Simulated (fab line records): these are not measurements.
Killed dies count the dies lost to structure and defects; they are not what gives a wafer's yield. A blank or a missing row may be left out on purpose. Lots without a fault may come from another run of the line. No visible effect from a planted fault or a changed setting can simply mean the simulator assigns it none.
One fault seen from 2 desks	flow rit_cmos	only its own numbers are on each desk; what lay behind them is given at the end

## AT THE TOOL OWNER'S DESK: furnace-03
The tool's own readings at RIT_REOX_OXIDATION_03 (target thk 25.2 nm, ox time 5580 s): means of the sampled wafers that have a number, for each lot that ran on this tool. If a lot's mean is further than 4 standard deviations from the usual mean, the lot is out of limits and carries the mark OUT (the distance appears in the brackets).
Columns: A = spike_tc_centre_C at RIT_REOX_OXIDATION_03, usual 904.3 C; B = spike_tc_load_C at RIT_REOX_OXIDATION_03, usual 927.0 C; C = spike_tc_source_C at RIT_REOX_OXIDATION_03, usual 923.9 C; D = tube_center_temp_C at RIT_REOX_OXIDATION_03, usual 899.99 C; E = tube_center_temp_C_max at RIT_REOX_OXIDATION_03, usual 902.3
lot	first seen here	A	B	C	D	E
L283	day 2 23:17	903.9	927.8	924.6	899.99	902.4
L284	day 3 05:08	905.1	926.8	925.1	900.05	902.6
L289	day 4 07:29	905.4	927.2	923.6	899.92	902.2
L290	day 4 14:56	879.0 (-16) OUT	902.0 (-9.6) OUT	900.2 (-7.9) OUT	874.93 (-99 or more) OUT	877.4 (-64) OUT
L291	day 4 17:58	880.6 (-15) OUT	902.6 (-9.4) OUT	899.8 (-8.0) OUT	875.03 (-99 or more) OUT	877.3 (-64) OUT
L292	day 5 00:56	879.5 (-16) OUT	901.8 (-9.7) OUT	898.9 (-8.3) OUT	875.03 (-99 or more) OUT	877.7 (-63) OUT
L304	day 7 09:19	904.9	927.2	923.3	899.98	901.8
This desk finds L290, L291, L292 out of limits, L290 being first, at day 4 14:56 (spike_tc_centre_C at RIT_REOX_OXIDATION_03). Within limits: L283, L284, L289, L304.

## METROLOGY DESK
Means of the sampled wafers that have a number, per lot and without regard to the tool the lot ran on: this is what the gauges read. If a lot's mean is further than 4 standard deviations from the usual mean, the lot is out of limits and carries the mark OUT (the distance appears in the brackets).
Columns: A = REOX_OXIDE_THK at RIT_REOX_THK_MEAS_04, usual 25.2 nm
lot	first seen here	A
L281	day 2 17:29	25.0
L282	day 2 22:04	25.4
L283	day 3 01:52	24.5
L284	day 3 07:42	24.4
L289	day 4 10:04	25.0
L290	day 4 17:29	19.4 (-12) OUT
L291	day 4 20:31	20.1 (-11) OUT
L292	day 5 03:29	20.0 (-11) OUT
L294	day 5 15:42	24.6
L298	day 6 04:40	25.5
L300	day 6 16:03	25.2
L301	day 6 19:53	24.7
L302	day 7 02:01	25.7
L303	day 7 06:29	25.9
L304	day 7 11:52	24.9
This desk reports L290, L291, L292 out of limits; the earliest was L290 at day 4 17:29 (REOX_OXIDE_THK at RIT_REOX_THK_MEAS_04). Within limits: L281, L282, L283, L284, L289, L294, L298, L300, L301, L302, L303, L304.

## TAKEN TOGETHER
At day 4 14:56, on L290, L291, L292, the tool owner's desk was in a position to raise an alarm.
The metrology desk could have raised an alarm at day 4 17:29, on L290, L291, L292.
The lots listed all ran RIT_REOX_OXIDATION_03 on furnace-03.

## WHAT HAD BEEN PUT IN BY THE SIMULATOR
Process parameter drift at RIT_REOX_OXIDATION_03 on furnace-03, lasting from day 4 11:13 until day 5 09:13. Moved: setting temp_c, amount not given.
Shown lots that were struck: L290, L291, L292.
Hours from the fault's start to each desk's first reading out of limits: the tool owner's desk, 4; the metrology desk, 6.
